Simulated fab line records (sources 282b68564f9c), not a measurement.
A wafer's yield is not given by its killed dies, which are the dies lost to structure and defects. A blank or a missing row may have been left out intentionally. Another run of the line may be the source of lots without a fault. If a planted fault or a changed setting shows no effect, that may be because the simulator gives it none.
Comparing a struck lot with a sound one ; flow rit-cmos ; 14 out of 202 route steps
Sound: the wafers L380.4, L380.5, L380.6. Wafers struck: L389.1, L389.3, L389.4. Last of all comes the cause.
At each step with rows: each side's tool, then ch and its chambers, then its first start. Under that, the readings that differ: sound wafers ; struck wafers ; difference of the means ; sigmas: that difference in standard deviations of wafers without a fault.
alike: readings whose means differ by less than 2 such deviations, and words and numbers that are the same on both sides. not compared: withheld readings, readings that some wafer has no value for, bounds like >300 that may hide the same value, and numbers for which the record gives no deviation and whose values overlap.
The two part at a step that has a row with sigmas, a row that says differs or no value, or rows on one side only. Numbers that have no deviation but don't overlap get no sigmas and don't part them. A reading missing from all wafers of one side parts the sides only when that side holds two or more wafers.

RIT_PLDD_TW_MEAS_10:
  sound on film-metro-01, day 4 00:03; struck on film-metro-01, day 5 22:13
  alike: PLDD_TW
then, 4 steps without rows for these wafers: RIT_SPACER_CLEAN_00 (cleans in SC1, time 600 s); RIT_SPACER_CLEAN_01 (cleans in dHF, time 30 s); RIT_SPACER_CLEAN_02 (cleans in SC2, time 600 s); RIT_SPACER_CVD_03 (deposits Si3N4 from SiH2Cl2/NH3, target thk 250 nm, time 3232 s).
RIT_SPACER_THK_MEAS_04:
  sound on film-metro-03, day 4 02:25; struck on film-metro-03, day 6 00:33
  alike: SPACER_NITRIDE_THK
RIT_SPACER_ETCHBACK_05: etches Si3N4 in SF6/CHF3, stops on SiO2, target depth 250 nm, time 240 s.
  sound on rie-diel-04 ch 0,2,3, day 4 02:26; struck on rie-diel-03 ch 1,3, day 6 00:37
  alike: SF6_flow_sccm, drypump-motor-current-A, oes-product-au, throttle-valve-pct
  not compared: rf-hours-counter-h
then, 5 steps without rows for these wafers: RIT_NSD_HMDS_00 (prime time 60 s); RIT_NSD_COAT_01 (resist thk 1000 nm); RIT_NSD_SOFTBAKE_02 (time 60 s); RIT_NSD_EXPOSE_03 (exposes mask M9, target cd 40700 nm); RIT_NSD_PEB_04.
RIT_NSD_DEVELOP_05: develop time 50 s.
  struck on litho-track-02, day 6 01:00; sound on litho-track-04 ch 0, day 4 03:00
  no value came back on the struck wafers for chill-plate-temp-C (C), develop-time-s (s); on the sound wafers chill-plate-temp-C (C) reads 23.00 23.09 23.08
RIT_NSD_OVL_MEAS_06:
  sound on overlay-01, day 4 03:28; struck on overlay-01, day 6 01:49
reading;sound;struck;difference;sigmas
NSD_OVL (nm);-1.2 0.6 -1.8;- - -;no value on the struck wafers;

WHERE THEY PART
Earliest at RIT_NSD_DEVELOP_05; latest, in this record, at RIT_NSD_OVL_MEAS_06.

WHY: what the simulator had put in
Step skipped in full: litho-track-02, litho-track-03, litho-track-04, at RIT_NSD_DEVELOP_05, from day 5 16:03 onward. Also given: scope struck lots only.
